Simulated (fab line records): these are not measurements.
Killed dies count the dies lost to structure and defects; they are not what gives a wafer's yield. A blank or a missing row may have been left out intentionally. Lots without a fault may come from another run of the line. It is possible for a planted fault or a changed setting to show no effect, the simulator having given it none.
fab line records	flow berkeley-cmos170
[record] lots = 5	wafers = 15	last-day = 12
route steps=331 shown SPACER@172 PSD@175 NSD@187
lots untouched by any fault: they come from a run of this same line in which no faults occurred
start-h: hours from the record's first day to the start of the lot's first wafer shown	wait-h: time in hours since the lot's previous step	" unchanged from the row above	L1.1+2: a single row standing in for several wafers	- no value, or no start was given	* or withheld: withheld	< > ~ a bound
route shown NAME@n: names a module that has steps shown in the file, with the first one's number in the route	usual: mean and standard deviation over wafers with no fault	same: alike in all rows	chamber/n: place in a boat	sites: per-site readings	_std_site: the values' standard deviation	_edge_site: the outer-site mean with the inner-site mean subtracted	radius-mm: how far each site lies from the wafer's centre	mask NAME#n: copy n	behind: the last tool/chamber to shape the wafer	hold: why the lot went on hold/how many hours it stayed there/how the hold came to an end	device: the n, p or np transistor that did not switch	end of line: tests of these same wafers at the route's end	where a step has no rows: the recipe by itself	killed: not the wafer's yield, but the dies lost to structure and defects at the first sort	map: the dies of a wafer, with x for killed, . for not killed, _ for no die there
set.NAME: the setting as run; set.NAME@STEP: as run at that earlier step	model.NAME: the simulator's own value behind a step, which no gauge read
a table for each step, a row for each wafer; lots at some steps of the route
services: from which hour (start-h, from the record's first day; less than 0 if before it) a tool's chamber was out of use, for how many hours, and why
[[steps]]
[step UCB170_SPACER_THK_MEAS_01]
[recipe] reads = SiO2_of_SPACER_CVD_00
[usual] SPACER_TEOS_THK = 376/4.8
lot.wafer	tool	chamber	start-h	wait-h	SPACER_TEOS_THK[nm]
L962.1	film-metro-01	-	148.25	0.0	371
L962.3	"	-	"	"	371
L962.5	"	-	"	"	381
L966.2	film-metro-03	-	153.75	0.0	376
L966.4	"	-	"	"	381
L966.5	"	-	"	"	383
L967.2	film-metro-01	-	172.45	0.0	372
L967.5	"	-	"	"	379
L967.6	"	-	"	"	380
L976.2	film-metro-04	-	199.20	0.0	373
L976.4	"	-	"	"	379
L976.6	"	-	"	"	379
L981.1	film-metro-03	-	237.13	0.0	370
L981.2	"	-	"	"	378
L981.3	"	-	"	"	377
[step UCB170_SPACER_ANNEAL_02]
[recipe] temp-c = 900	time-s = 1800	ambient = N2
[step UCB170_SPACER_ETCHBACK_03]
[recipe] stop-on = Si	target = SiO2	chemistry = CHF3/CF4/Ar	CHF3_flow_sccm = 50	cf4-flow-sccm = 10	Ar_flow_sccm = 120	pressure-mtorr = 200	rf-w = 500	target-depth-a = 3760	time-s = 100
[usual] drypump-motor-current-A = 5.8/0.41	oes-product-au = 0.904/0.015	throttle-valve-pct = 6.51/0.096
lot.wafer	tool	chamber	start-h	wait-h	drypump-motor-current-A	oes-product-au	rf-hours-counter-h	throttle-valve-pct
L962.1	rie-diel-03	2	150.13	0.0	6.3	0.870	71	6.57
L962.3	"	0	"	"	5.1	0.906	13	6.47
L962.5	"	1	"	"	6.0	0.925	-	6.44
L966.2	rie-diel-04	1	160.49	0.0	6.1	0.893	50	6.54
L966.4	"	2	"	"	5.3	0.916	78	6.64
L966.5	"	1	"	"	6.1	0.901	-	6.54
L967.2	rie-diel-03	2	178.02	0.1	6.4	0.865	72	6.57
L967.5	"	2	"	"	6.4	0.885	-	6.57
L967.6	"	3	"	"	5.5	0.904	-	6.57
L976.2	rie-diel-03	1	203.98	0.0	6.1	0.902	16	6.47
L976.4	"	2	"	"	6.4	0.892	73	6.58
L976.6	"	3	"	"	5.5	0.904	-	6.59
L981.1	rie-diel-02	1	242.51	0.0	5.1	0.901	103	6.48
L981.2	"	0	"	"	6.1	0.911	29	6.42
L981.3	"	3	"	"	6.2	0.918	39	6.55
[step UCB170_PSD_HMDS_00]
[recipe] prime-time-s = 60	prime-temp-c = 100
[step UCB170_PSD_COAT_01]
[recipe] resist = KrF	spin-rpm = 1500	resist-thk-nm = 900
[step UCB170_PSD_SOFTBAKE_02]
[recipe] resist = KrF	temp-c = 130	time-s = 60
[step UCB170_PSD_EXPOSE_03]
[recipe] mask-id = PSELECT_MOD	na = 0.5	sigma-outer = 0.6	source-shape = conventional	target-cd-nm = 1200	dose-mj = 30
[step UCB170_PSD_PEB_04]
[recipe] peb-temp-c = 130	peb-time-s = withheld	resist = KrF
[usual] plate-sensor-t-centre-C = 131.41/0.01	plate-sensor-t-edge-C = 131.53/0.01
lot.wafer	tool	chamber	start-h	wait-h	plate-sensor-t-centre-C	plate-sensor-t-edge-C
L962.1	litho-track-04	0	152.01	0.6	131.41	131.52
L962.3	"	0	"	"	131.42	131.53
L962.5	"	0	"	"	131.41	131.53
L966.2	litho-track-04	0	161.34	0.2	131.4	131.52
L966.4	"	0	"	"	131.41	131.53
L966.5	"	0	"	"	131.39	131.52
L967.2	litho-track-03	0	179.51	0.4	131.4	131.55
L967.5	"	0	"	"	131.4	131.53
L967.6	"	0	"	"	131.41	131.53
L976.2	litho-track-02	0	205.30	0.6	131.41	131.52
L976.4	"	0	"	"	131.4	131.53
L976.6	"	0	"	"	131.41	131.54
L981.1	litho-track-04	0	243.48	0.4	131.39	131.53
L981.2	"	0	"	"	131.39	131.55
L981.3	"	0	"	"	131.4	131.54
[step UCB170_PSD_DEVELOP_05]
[recipe] developer = TMAH	develop-time-s = 45	resist = KrF	dev-temp-c = 21
[step UCB170_PSD_CD_MEAS_06]
[recipe] target-cd-nm = 1200
[usual] cd-nm = 1200.5/1.6
lot.wafer	tool	chamber	start-h	wait-h	cd-nm
L962.1	cd-sem-02	-	152.28	-	1199.8
L962.3	"	-	"	"	1199.6
L962.5	"	-	"	"	1200.9
L966.2	cd-sem-02	-	161.61	-	1200.4
L966.4	"	-	"	"	1201.2
L966.5	"	-	"	"	1200.6
L967.2	cd-sem-01	-	179.78	-	1200.8
L967.5	"	-	"	"	1201.2
L967.6	"	-	"	"	1201.0
L976.2	cd-sem-01	-	205.72	-	1200.3
L976.4	"	-	"	"	1198.7
L976.6	"	-	"	"	1199.0
L981.1	cd-sem-01	-	243.76	-	1198.1
L981.2	"	-	"	"	1197.8
L981.3	"	-	"	"	1198.0
[step UCB170_PSD_OVL_MEAS_07]
[usual] PSD_OVL = 1/5.2
lot.wafer	tool	chamber	start-h	wait-h	PSD_OVL[nm]
L962.1	overlay-02	-	152.40	0.1	6
L962.3	"	-	"	"	10
L962.5	"	-	"	"	4
L966.2	overlay-01	-	161.71	0.1	2
L966.4	"	-	"	"	6
L966.5	"	-	"	"	6
L967.2	overlay-01	-	179.89	0.1	1
L967.5	"	-	"	"	-2
L967.6	"	-	"	"	-2
L976.2	overlay-02	-	205.82	0.1	-1
L976.4	"	-	"	"	0
L976.6	"	-	"	"	-3
L981.1	overlay-02	-	243.88	0.1	-4
L981.2	"	-	"	"	2
L981.3	"	-	"	"	-4
[step UCB170_PSD_IMPLANT_08]
[recipe] species = B	dose-cm2 = 3e+15	energy-kev = 20	tilt-deg = 7
[step UCB170_PSD_STRIP_09]
[recipe] chemistry = O2	power-w = 400	pressure-mtorr = 3500	platen-temp-c = withheld	o2-flow-sccm = 400	overash-fraction = 0.5
[usual] drypump-motor-current-A = 5.9/0.56	oes-product-au = 0.600/0.0043	strip-time-to-endpoint-s = 29.38/0.072
lot.wafer	tool	chamber	start-h	wait-h	drypump-motor-current-A	oes-product-au	rf-hours-counter-h	strip-time-to-endpoint-s	model.KrF_of_PSD_COAT_01.thk-nm
L962.1	plasma-asher-01	0	152.59	0.1	5.0	0.601	40	29.35	0
L962.3	"	1	"	"	5.8	0.602	-	29.39	0
L962.5	"	0	"	"	5.0	0.602	-	29.46	0
L966.2	plasma-asher-02	0	161.89	0.1	6.5	0.438	50	-	691.1
L966.4	"	0	"	"	6.5	0.432	-	-	691.6
L966.5	"	0	"	"	6.5	0.433	-	-	690.1
L967.2	plasma-asher-01	1	180.07	0.1	5.7	0.601	43	29.43	0
L967.5	"	0	"	"	5.0	0.598	-	29.41	0
L967.6	"	1	"	"	5.7	0.602	-	29.32	0
L976.2	plasma-asher-01	0	206.07	0.2	5.0	0.604	45	29.43	0
L976.4	"	0	"	"	5.0	0.599	-	29.40	0
L976.6	"	0	"	"	5.0	0.604	-	29.41	0
L981.1	plasma-asher-02	0	244.07	0.1	6.5	0.595	58	29.25	0
L981.2	"	1	"	"	6.6	0.603	58	29.26	0
L981.3	"	0	"	"	6.5	0.596	-	29.28	0
[step UCB170_PSD_TW_MEAS_10]
[usual] PSD_TW = 2341/15
lot.wafer	tool	chamber	start-h	wait-h	PSD_TW
L962.1	film-metro-01	-	152.69	0.1	2362
L962.3	"	-	"	"	2358
L962.5	"	-	"	"	2355
L966.2	film-metro-02	-	162.00	0.1	2343
L966.4	"	-	"	"	2329
L966.5	"	-	"	"	2331
L967.2	film-metro-01	-	180.18	0.1	2356
L967.5	"	-	"	"	2345
L967.6	"	-	"	"	2356
L976.2	film-metro-02	-	206.18	0.1	2329
L976.4	"	-	"	"	2327
L976.6	"	-	"	"	2319
L981.1	film-metro-01	-	244.17	0.1	2342
L981.2	"	-	"	"	2352
L981.3	"	-	"	"	2337
[step UCB170_PSD_CLEAN_11]
[recipe] chemistry = SPM	temp-c = 120	time-s = 600
[step UCB170_NSD_HMDS_00]
[recipe] prime-time-s = 60	prime-temp-c = 100
[step UCB170_NSD_COAT_01]
[recipe] resist = KrF	spin-rpm = 1500	resist-thk-nm = 900
[step UCB170_NSD_SOFTBAKE_02]
[recipe] resist = KrF	temp-c = 130	time-s = 57.93
[step UCB170_NSD_EXPOSE_03]
[recipe] mask-id = NSELECT_MOD	na = 0.5	sigma-outer = 0.6	source-shape = conventional	target-cd-nm = 1200	dose-mj = 30
[step UCB170_NSD_PEB_04]
[recipe] peb-temp-c = 130	peb-time-s = withheld	resist = KrF
[step UCB170_NSD_DEVELOP_05]
[recipe] developer = TMAH	develop-time-s = 45	resist = KrF	dev-temp-c = 21
[step UCB170_NSD_CD_MEAS_06]
[recipe] target-cd-nm = 1200
[usual] cd-nm = 1200.5/1.6
lot.wafer	tool	chamber	start-h	wait-h	cd-nm
L962.1	cd-sem-01	-	153.94	-	1201.7
L962.3	"	-	"	"	1201.3
L962.5	"	-	"	"	1202.7
L966.2	cd-sem-01	-	163.21	-	1200.1
L966.4	"	-	"	"	1201.1
L966.5	"	-	"	"	1200.8
L967.2	cd-sem-01	-	182.36	-	1203.7
L967.5	"	-	"	"	1203.4
L967.6	"	-	"	"	1203.9
L976.2	cd-sem-01	-	207.58	-	1199.4
L976.4	"	-	"	"	1198.9
L976.6	"	-	"	"	1200.4
L981.1	cd-sem-01	-	246.08	-	1200.8
L981.2	"	-	"	"	1201.0
L981.3	"	-	"	"	1200.8
[step UCB170_NSD_OVL_MEAS_07]
[usual] NSD_OVL = 0/5.6
lot.wafer	tool	chamber	start-h	wait-h	NSD_OVL[nm]
L962.1	overlay-01	-	154.06	0.1	1
L962.3	"	-	"	"	4
L962.5	"	-	"	"	-1
L966.2	overlay-01	-	163.32	0.1	4
L966.4	"	-	"	"	1
L966.5	"	-	"	"	-1
L967.2	overlay-02	-	182.47	0.1	-4
L967.5	"	-	"	"	-4
L967.6	"	-	"	"	-4
L976.2	overlay-02	-	207.69	0.1	7
L976.4	"	-	"	"	12
L976.6	"	-	"	"	12
L981.1	overlay-01	-	246.20	0.1	3
L981.2	"	-	"	"	-2
L981.3	"	-	"	"	-5
[step UCB170_NSD_IMPLANT_08]
[recipe] species = P	dose-cm2 = 3e+15	energy-kev = 40	tilt-deg = 7
[step UCB170_NSD_STRIP_09]
[recipe] chemistry = O2	power-w = 400	pressure-mtorr = 3500	platen-temp-c = withheld	o2-flow-sccm = 400	overash-fraction = 0.5
[usual] drypump-motor-current-A = 5.5/0.34	oes-product-au = 0.534/0.0042	strip-time-to-endpoint-s = 35.84/0.082
lot.wafer	tool	chamber	start-h	wait-h	drypump-motor-current-A	oes-product-au	rf-hours-counter-h	strip-time-to-endpoint-s
L962.1	plasma-asher-01	0	154.25	0.1	5.0	0.533	40	35.73
L962.3	"	0	"	"	5.0	0.529	-	35.75
L962.5	"	1	"	"	5.8	0.536	-	35.65
L966.2	plasma-asher-01	0	163.50	0.1	5.0	0.609	41	56.34
L966.4	"	0	"	"	5.0	0.612	-	56.44
L966.5	"	0	"	"	5.0	0.607	-	56.32
L967.2	plasma-asher-01	1	182.65	0.1	5.8	0.527	43	35.72
L967.5	"	0	"	"	5.0	0.534	-	35.74
L967.6	"	1	"	"	5.8	0.532	-	35.80
L976.2	plasma-asher-03	1	207.87	0.1	5.3	0.538	10	35.72
L976.4	"	0	"	"	5.9	0.535	-	35.77
L976.6	"	1	"	"	5.3	0.540	-	35.75
L981.1	plasma-asher-01	0	246.39	0.1	5.0	0.542	50	35.83
L981.2	"	1	"	"	5.8	0.542	50	35.85
L981.3	"	0	"	"	5.0	0.540	-	35.83
[step UCB170_NSD_TW_MEAS_10]
[usual] NSD_TW = 4214/28
lot.wafer	tool	chamber	start-h	wait-h	NSD_TW
L962.1	film-metro-03	-	154.35	0.1	4205
L962.3	"	-	"	"	4220
L962.5	"	-	"	"	4209
L966.2	film-metro-03	-	163.61	0.1	30
L966.4	"	-	"	"	30
L966.5	"	-	"	"	30
L967.2	film-metro-01	-	182.76	0.1	4230
L967.5	"	-	"	"	4231
L967.6	"	-	"	"	4200
L976.2	film-metro-01	-	207.98	0.1	4272
L976.4	"	-	"	"	4254
L976.6	"	-	"	"	4232
L981.1	film-metro-03	-	246.49	0.1	4190
L981.2	"	-	"	"	4178
L981.3	"	-	"	"	4168
[step UCB170_NSD_CLEAN_11]
[recipe] chemistry = SPM	temp-c = 120	time-s = 600
[[services]]
tool	chamber	start-h	hours	kind
plasma-asher-01	-	145.87	6.6	repair
rie-diel-02	0	163.29	4.0	repair
rie-diel-04	0	183.58	-	clean
rie-diel-04	0	183.58	15.1	scheduled-down
rie-diel-04	0	183.58	15.1	vent-cycle
rie-diel-02	3	197.94	9.5	repair
plasma-asher-02	-	204.21	5.4	repair
plasma-asher-01	-	209.15	2.3	repair
[[key]]
[first-sign] step = UCB170_PSD_STRIP_09	reading = oes-product-au	direction = down	sigmas = 39	usual = 0.600	struck = 0.434
[effect] step = UCB170_NSD_STRIP_09	reading = strip-time-to-endpoint-s	direction = up	sigmas = 99+	usual = *	struck = *
[effect] step = UCB170_NSD_TW_MEAS_10	reading = NSD_TW	direction = down	sigmas = 99+	usual = 4214	struck = 30
[model-effect] step = UCB170_PSD_STRIP_09	value = KrF_of_PSD_COAT_01.thk-nm	without = 0	struck = 690.9
met-at UCB170_PSD_STRIP_09
struck-wafers L966.2,L966.4,L966.5
sort-left-out L966.2,L966.4,L966.5
tester-left-out L966
[fault] kind = strip-aborted	tool = plasma-asher-02	chamber = -	onset-h = 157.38	steps = UCB170_PSD_STRIP_09	offset = 0.85	end-h = 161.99
// tester-left-out: of these lots the tester's yield and bins aren't shown, on N5 and GAA mostly nor the transistor test; their killed dies are dies lost to structure and defects alone, not to doping, threshold or leakage, so they don't give the yield
// sort-left-out: the simulated sort isn't trusted on such a fault, so these wafers' sort isn't shown, and their yield isn't known
